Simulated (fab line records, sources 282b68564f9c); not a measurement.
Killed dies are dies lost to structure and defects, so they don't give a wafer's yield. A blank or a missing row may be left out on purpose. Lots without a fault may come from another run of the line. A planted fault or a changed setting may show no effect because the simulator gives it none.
A struck lot beside a sound one | flow rit_cmos | 43 steps out of a route of 202
Sound: wafers L946.2, L946.4, L946.5. Struck: wafers L931.1, L931.2, L931.6. The cause comes at the end.
At each step with rows: each side's tool, then ch and its chambers, then its first start. Under that, the readings that differ: sound wafers | struck wafers | difference of the means | sigmas: that difference in standard deviations of wafers without a fault.
alike: readings whose means differ by less than 2 such deviations, and words and numbers that are the same on both sides. not compared: withheld readings, readings that some wafer has no value for, bounds like >300 that may hide the same value, and numbers for which the record gives no deviation and whose values overlap.
The two part at a step that has a row with sigmas, a row that says differs or no value, or rows on one side only. Numbers that don't overlap but have no deviation are shown without sigmas and don't part them. A reading that every wafer of one side lacks parts them only if that side has two wafers or more.

first, 1 step without rows for these wafers: RIT_ACTIVE_OXIDATION_01 (target thk 46.8 nm, ox time 3360 s).
RIT_ACTIVE_THK_MEAS_02:
  sound on film_metro-02, day 5 11:59; struck on film_metro-01, day 2 08:37
  alike: ACTIVE_OXIDE_THK
then, 1 step without rows for these wafers: RIT_ACTIVE_CVD_03 (deposits Si3N4 from SiH2Cl2/NH3, target thk 150 nm, time 1527 s).
RIT_ACTIVE_THK_MEAS_04:
  sound on film_metro-01, day 5 13:28; struck on film_metro-01, day 2 10:49
  alike: ACTIVE_NITRIDE_THK
then, 6 steps without rows for these wafers: RIT_ACTIVE_HMDS_05 (prime time 60 s); RIT_ACTIVE_COAT_06 (resist thk 1000 nm); RIT_ACTIVE_SOFTBAKE_07 (time 60 s); RIT_ACTIVE_EXPOSE_08 (exposes mask M1, target cd 1400 nm); RIT_ACTIVE_PEB_09; RIT_ACTIVE_DEVELOP_10 (develop time 50 s).
RIT_ACTIVE_CD_MEAS_11: target cd 1400 nm.
  sound on cd_sem-01, day 5 14:23; struck on cd_sem-02, day 2 11:50
  alike: cd_nm
then, 1 step without rows for these wafers: RIT_ACTIVE_HARDBAKE_12 (time 60 s).
RIT_ACTIVE_ETCH_13: etches Si3N4 in SF6, stops on SiO2, time 210 s, target depth 210 nm.
  sound on rie_diel-01 ch 0,1,3, day 5 14:38; struck on rie_diel-04 ch 0,2, day 2 12:07
  alike: drypump_motor_current_A, oes_product_au, throttle_valve_pct
  not compared: rf_hours_counter_h
RIT_ACTIVE_STRIP_14: strips in O2, time 180 s.
  sound on plasma_asher-03 ch 1, day 5 14:46; struck on plasma_asher-01 ch 0,1, day 2 12:15
  alike: drypump_motor_current_A
  not compared: rf_hours_counter_h
RIT_ACTIVE_CD_MEAS_90: target cd 1400 nm.
  sound on cd_sem-02, day 5 14:58; struck on cd_sem-02, day 2 12:25
  alike: cd_nm
then, 4 steps without rows for these wafers: RIT_ACTIVE_CLEAN_15 (cleans in SC1, time 600 s); RIT_ACTIVE_CLEAN_16 (cleans in dHF, time 30 s); RIT_ACTIVE_CLEAN_17 (cleans in SC2, time 600 s); RIT_FOX1_OXIDATION_00 (target thk 350.7 nm, ox time 1130 s).
RIT_FOX1_THK_MEAS_01:
  sound on film_metro-04, day 5 22:17; struck on film_metro-04, day 2 15:44
  alike: FOX1_OXIDE_THK
then, 2 steps without rows for these wafers: RIT_FOX1_WET_ETCH_02 (etches SiO2 in BOE, target depth 350 nm, time 390 s); RIT_FOX2_OXIDATION_00 (target thk 350.7 nm, ox time 1158 s).
RIT_FOX2_THK_MEAS_01:
  sound on film_metro-04, day 6 01:56; struck on film_metro-03, day 2 17:14
  alike: FOX2_OXIDE_THK
then, 2 steps without rows for these wafers: RIT_FOX2_CLEAN_02 (cleans in dHF, time 180 s); RIT_FOX2_WET_ETCH_03 (etches Si3N4 in H3PO4, target depth 195 nm, time 2700 s).
RIT_FOX2_THK_MEAS_90:
  sound on film_metro-01, day 6 02:53; struck on film_metro-04, day 2 18:07
  alike: FIELD_OXIDE_LEFT_1_THK
then, 6 steps without rows for these wafers: RIT_NWELL_HMDS_00 (prime time 60 s); RIT_NWELL_COAT_01 (resist thk 1300 nm); RIT_NWELL_SOFTBAKE_02 (time 60 s); RIT_NWELL_EXPOSE_03 (exposes mask M2, target cd 43900 nm); RIT_NWELL_PEB_04; RIT_NWELL_DEVELOP_05 (develop time 68 s).
RIT_NWELL_OVL_MEAS_06:
  sound on overlay-01, day 6 03:59; struck on overlay-01, day 2 19:04
  alike: NWELL_OVL
then, 2 steps without rows for these wafers: RIT_NWELL_HARDBAKE_07 (time 120 s); RIT_NWELL_IMPLANT_08.
RIT_NWELL_STRIP_09: strips in O2, time 180 s.
  sound on plasma_asher-04 ch 0,1, day 6 04:25; struck on plasma_asher-04 ch 0,1, day 2 19:29
  alike: drypump_motor_current_A
  not compared: rf_hours_counter_h
RIT_NWELL_TW_MEAS_10:
  sound on film_metro-03, day 6 04:36; struck on film_metro-03, day 2 19:40
  alike: NWELL_TW
then, 5 steps without rows for these wafers: RIT_PWELL_HMDS_00 (prime time 60 s); RIT_PWELL_COAT_01 (resist thk 1300 nm); RIT_PWELL_SOFTBAKE_02 (time 60 s); RIT_PWELL_EXPOSE_03 (exposes mask M3, target cd 43700 nm); RIT_PWELL_PEB_04.
RIT_M1_PROBE_99:
  sound on prober-01, day 8 03:28; struck on prober-02, day 4 14:29
  reading             | sound   | struck                                                                     | difference                   | sigmas
  hold                | - - -   | await_dispo/5.2h/release await_dispo/5.2h/release await_dispo/5.2h/release | no value on the sound wafers |
  killed_at_front_end | 11 10 9 | 28 8 29                                                                    | +12                          | +4
  killed_dies         | 11 10 9 | 28 8 29                                                                    | +12                          | +4
  killed_on_rim       | 3 3 1   | 8 5 8                                                                      | +5                           | +4
  killed_short        | 7 6 5   | 1 0 2                                                                      | -5                           | -3
  alike: killed_at_contacts, killed_open

WHERE THEY PART
Only at RIT_M1_PROBE_99, within this record.

WHY: what the simulator had put in
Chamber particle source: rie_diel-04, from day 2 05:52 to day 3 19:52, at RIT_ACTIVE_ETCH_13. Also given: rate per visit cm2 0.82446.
